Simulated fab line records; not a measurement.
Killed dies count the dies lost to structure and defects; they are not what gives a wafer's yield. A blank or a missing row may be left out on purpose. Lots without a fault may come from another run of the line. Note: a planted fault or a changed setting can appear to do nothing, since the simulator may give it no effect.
One fault through the eyes of 2 desks	flow berkeley-cmos170	every desk sees just its own numbers, and what lay behind them comes last

## FOR THE TOOL OWNER'S DESK: furnace-01
Per lot that ran on this tool, the mean of the sampled wafers carrying a number, from the tool's own readings at UCB170_SPACER_ANNEAL_02 (time 1800 s). The brackets show how far a lot's mean lies from the usual mean; more than 4 standard deviations puts the lot out of limits, marked OUT.
Columns: A = spike-tc-centre-C at UCB170_SPACER_ANNEAL_02, usual 902.4 C; B = tube-center-temp-C at UCB170_SPACER_ANNEAL_02, usual 900 C
lot	first seen here	A	B
L614	day 6 06:22	904.5	900
L615	day 6 06:22	902.9	900
L623	day 8 03:32	903.2	900
L624	day 8 03:32	902.6	900
L626	day 8 12:23	902.9	900
L627	day 8 12:23	904.5	900
Result from this desk: across the 6 lots, nothing is out of limits.

## THE METROLOGY DESK
What the gauges read for every lot (on any tool): the sampled wafers with a number, averaged. The brackets show how far a lot's mean lies from the usual mean; more than 4 standard deviations puts the lot out of limits, marked OUT.
Columns: A = NVT_OVL at UCB170_NVT_OVL_MEAS_06, usual 2 nm; B = NSD_RS at UCB170_SDANNEAL_RS_MEAS_03, usual 37.38 ohm/sq; C = PLDD_RS at UCB170_SDANNEAL_RS_MEAS_04, usual 1031.4 ohm/sq; D = M1_AL_THK at UCB170_M1_THK_MEAS_02, usual 600 nm
lot	first seen here	A	B	C	D
L615	day 5 11:14	9	37.35	1032.7	600
L617	day 5 11:31	-2	37.39	1034.2	607
L614	day 5 11:47	6	37.41	1034.7	601
L619	day 6 02:08	3	37.42	1033.0	605
L620	day 6 03:35	-7	37.45	1034.7	607
L623	day 7 01:58	10	37.38	1031.2	581
L624	day 7 02:00	3	37.54	1029.7	595
L626	day 7 08:57	-7	37.33	1075.1 (+19) OUT	603
L627	day 7 09:30	4	37.36	1075.5 (+19) OUT	605
L628	day 8 12:38	-1	37.43	1030.6	604
L629	day 8 17:41	-3	37.32	1030.5	608
L631	day 9 03:26	4	37.37	1029.1	585
L635	day 9 17:53	6	37.32	1029.6	596
L636	day 10 00:24	5	37.37	1031.6	594
This desk finds L626, L627 out of limits, with the earliest case on L626 at day 8 18:32 (PLDD_RS at UCB170_SDANNEAL_RS_MEAS_04). Within limits: L615, L617, L614, L619, L620, L623, L624, L628, L629, L631, L635, L636.

## ALL TOGETHER
At day 8 18:32 the metrology desk could have sounded an alarm, on L626, L627.
The desk of the tool owner found nothing out of limits.
On record at the tool owner's desk: L626, L627, within its limits.
Every lot named ran UCB170_SPACER_ANNEAL_02 on furnace-01.

## WHAT WAS PUT IN BY THE SIMULATOR
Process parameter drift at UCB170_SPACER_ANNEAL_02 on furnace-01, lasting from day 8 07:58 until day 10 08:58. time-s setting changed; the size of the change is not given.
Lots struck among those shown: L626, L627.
Delay in hours, fault start to first out-of-limits reading, per desk: metrology desk 11.
